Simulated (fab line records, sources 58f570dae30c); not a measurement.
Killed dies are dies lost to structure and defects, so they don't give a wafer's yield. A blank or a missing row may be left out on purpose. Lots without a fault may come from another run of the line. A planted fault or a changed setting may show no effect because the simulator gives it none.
Problem report in the 8D (eight disciplines) form, filled by code | flow berkeley_cmos170 | the parts of the form that need people (team, actions taken, sign-off) are left out

1. THE PROBLEM
PWELL_NITRIDE_THK at UCB170_PWELL_THK_MEAS_06 reads a mean of 116.8 nm on 6 wafers of 2 lots; wafers without a fault read 221.0 nm with a standard deviation of 2.2. That is -47 standard deviations from the usual mean.
First seen on wafer L833.1, day 4 01:17, on film_metro-03. The record holds 42 wafers of 14 lots with a number at this step. Rule for "out", or "out of limits": more than 4 standard deviations from the usual mean. The other wafers with a number count as sound.

2. WHAT IT IS AND WHAT IT IS NOT
question                    | is                           | is not
which readings at this step | PWELL_NITRIDE_THK            | -
which lots                  | L833, L835                   | L827, L828, L829, L830, L831, L832, L845, L846, L847, L848, L849, L850
which wafers of those lots  | all that have a number       | -
read on which gauges        | film_metro-03, film_metro-04 | film_metro-02
when                        | from day 4 01:17             | up to then (18 sound wafers); but 18 sound wafers of L845, L846, L847, L848, L849, L850 came after

3. SUSPECTS, AND WHAT RULES EACH OUT
Counting: a tool at a process step up to the reading stays a suspect if it ran every lot that is out and no sound lot after the first of them.
- the gauge at UCB170_PWELL_THK_MEAS_06: ruled out. The wafers that are out were read on 2 gauges (film_metro-03, film_metro-04).
- lpcvd-02 at UCB170_PWELL_CVD_05 (deposits Si3N4 from SiH2Cl2/NH3, target thk 220 nm, time 3300 s): ruled out as a lasting fault. Sound lots L845, L846, L847, L848, L849 ran on it after its first lot that is out, L833 (day 3 23:22).
Left after counting: nothing in the record.

4. THE CAUSE (what the simulator had put in)
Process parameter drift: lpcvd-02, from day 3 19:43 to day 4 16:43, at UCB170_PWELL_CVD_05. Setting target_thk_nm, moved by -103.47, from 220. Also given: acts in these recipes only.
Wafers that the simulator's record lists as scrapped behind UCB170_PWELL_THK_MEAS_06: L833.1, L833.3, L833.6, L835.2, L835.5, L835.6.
Counting ruled it out, wrongly: the rule takes a fault to strike every lot that its tool runs from its start on, and this one did not.

5. THE CHAIN OF EFFECTS, in route order
Each row: a reading whose mean over the struck wafers that have a number lies more than 3 standard deviations from the usual. Only readings for which the record gives a usual standard deviation are gone through. hours: the time from each lot's start at the first step in this table that gives one to its start at this step, as a median over the lots. sigmas: the change in usual standard deviations.
hours | step                     | reading           | usual    | on struck wafers | change | sigmas
0     | UCB170_PWELL_THK_MEAS_06 | PWELL_NITRIDE_THK | 221.0 nm | 116.8            | -104.2 | -47

6. WHAT WOULD HAVE CAUGHT IT SOONER
In this record the first reading out of limits at a measuring or inspecting step was taken at day 4 01:17, 6 hours after the fault began at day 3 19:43.
Of the tool readings at UCB170_PWELL_CVD_05 for which the record gives a usual standard deviation, none was out on any struck wafer, so an alarm limit of 4 standard deviations on them would not have fired.
